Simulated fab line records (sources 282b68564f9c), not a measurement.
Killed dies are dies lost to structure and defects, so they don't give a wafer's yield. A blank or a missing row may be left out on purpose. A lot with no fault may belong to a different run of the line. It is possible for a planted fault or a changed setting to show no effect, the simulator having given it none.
A lot that was struck, set against a sound lot / flow ritCmos / 26 out of 202 route steps
Sound: the wafers L221.1, L221.2, L221.6. Wafers L230.1, L230.3, L230.5 were the ones struck. The cause is given at the end.
At each step with rows: each side's tool, then ch and its chambers, then its first start. Under that, the readings that differ: sound wafers / struck wafers / difference of the means / sigmas: that difference in standard deviations of wafers without a fault.
alike: a reading whose means differ by less than 2 such deviations, as well as words and numbers matching on both sides. not compared: withheld readings; readings where some wafer has no value; bounds like >300 that might hide an equal value; numbers whose values overlap and for which the record gives no deviation.
Wherever a step has rows on one side only, a row that says differs or no value, or a row with sigmas, the two part there. Numbers that don't overlap but have no deviation are shown without sigmas and don't part them. A reading that every wafer of one side lacks parts them only if that side has two wafers or more.

first, 1 step without rows for these wafers: RIT_PRETRO_IMPLANT_08.
RIT_PRETRO_STRIP_09: strips in O2, time 180 s.
  sound on plasmaAsher-01 ch 0,1, day 3 13:32; struck on plasmaAsher-01 ch 1, day 5 08:30
  alike: drypumpMotorCurrentA
  not compared: rfHoursCounterH
RIT_PRETRO_TW_MEAS_10:
  sound on filmMetro-03, day 3 13:43; struck on filmMetro-02, day 5 08:40
reading=PRETRO_TW; sound=465 466 465; struck=478 476 476; difference=+11; sigmas=+2
then, 5 steps without rows for these wafers: RIT_GATE_WET_ETCH_00 (etches SiO2 in BOE, target depth 56 nm, time 60 s); RIT_GATE_CLEAN_01 (cleans in SC1, time 600 s); RIT_GATE_CLEAN_02 (cleans in dHF, time 30 s); RIT_GATE_CLEAN_03 (cleans in SC2, time 600 s); RIT_GATE_CLEAN_04 (cleans in dHF, time 60 s).
RIT_FOX2_THK_MEAS_91:
  sound on filmMetro-03, day 3 14:11; struck on filmMetro-03, day 5 09:09
  alike: FIELD_OXIDE_LEFT_2_THK
then, 2 steps without rows for these wafers: RIT_GATE_OXIDATION_05 (target thk 3 nm, ox time 270 s); RIT_GATE_ANNEAL_06 (time 600 s).
RIT_GATE_THK_MEAS_07:
  sound on filmMetro-03, day 3 15:49; struck on filmMetro-04, day 5 11:41
  alike: GATE_OXIDE_THK
RIT_GATE_CVD_08: deposits poly-Si from SiH4, target thk 250 nm, time 2220 s.
  sound on lpcvd-02 ch 1, day 3 15:56; struck on lpcvd-02 ch 1, day 5 14:20
  alike: zonePowerLoadPct
RIT_GATE_THK_MEAS_09:
  sound on filmMetro-03, day 3 17:34; struck on filmMetro-04, day 5 16:46
reading=GATE_POLY_THK (nm); sound=247.0 249.0 248.6; struck=500.2 498.7 500.5; difference=+251.6; sigmas=+99 or more
then, 6 steps without rows for these wafers: RIT_GATE_HMDS_10 (prime time 60 s); RIT_GATE_COAT_11 (resist thk 850 nm); RIT_GATE_SOFTBAKE_12 (time 60 s); RIT_GATE_EXPOSE_13 (exposes mask M6, target cd 150 nm); RIT_GATE_PEB_14; RIT_GATE_DEVELOP_15 (develop time 50 s).
RIT_GATE_CD_MEAS_16: target cd 150 nm.
  sound on cdSem-02, day 3 18:50; struck on cdSem-02, day 5 18:01
reading=cdNm (nm); sound=153.2 153.8 154.4; struck=148.7 148.7 147.4; difference=-5.5; sigmas=-2
RIT_GATE_OVL_MEAS_17:
  sound on overlay-02, day 3 18:58; struck on overlay-02, day 5 18:08
  alike: GATE_OVL
then, 1 step without rows for these wafers: RIT_GATE_HARDBAKE_18 (time 60 s).
RIT_GATE_ETCH_19: etches poly-Si in SF6/CHF3/O2, stops on SiO2, time 165 s, target depth 312.5 nm.
  sound on rieSi-02 ch 0,2, day 3 19:19; struck on rieSi-01 ch 0,1,3, day 5 18:25
reading=oesProductAu (a.u.); sound=0.835 0.859 0.844; struck=1.015 1.020 0.984; difference=+0.160; sigmas=+16
reading=model.etch.depthNm (nm); sound=247 248.9 248.4; struck=311.2 314.5 306.7; difference=+62.7; sigmas=
reading=model.GATE.featureDepthNm (nm); sound=247 248.9 248.4; struck=311.2 314.5 306.7; difference=+62.7; sigmas=
  alike: drypumpMotorCurrentA, heBacksideLeakSccm, rfFwdPowerW, throttleValvePct
  not compared: rfHoursCounterH
RIT_GATE_STRIP_20: strips in O2, time 180 s.
  sound on plasmaAsher-03 ch 0,1, day 3 19:26; struck on plasmaAsher-04 ch 0,1, day 5 18:32
  alike: drypumpMotorCurrentA
  not compared: rfHoursCounterH
RIT_M1_PROBE_99:
  sound on prober-01, day 4 18:01; struck on prober-02, day 6 19:36
reading=killedAtFrontEnd; sound=7 9 6; struck=264 264 264; difference=+257; sigmas=+92
reading=killedDies; sound=7 9 6; struck=264 264 264; difference=+257; sigmas=+92
reading=killedOnRim; sound=0 5 3; struck=70 70 70; difference=+67; sigmas=+48
  alike: killedAtContacts, killedOpen, killedShort

== WHERE THEY PART ==
Last at RIT_M1_PROBE_99 as far as this record goes, first at RIT_PRETRO_TW_MEAS_10.

WHY: whatever the simulator had introduced
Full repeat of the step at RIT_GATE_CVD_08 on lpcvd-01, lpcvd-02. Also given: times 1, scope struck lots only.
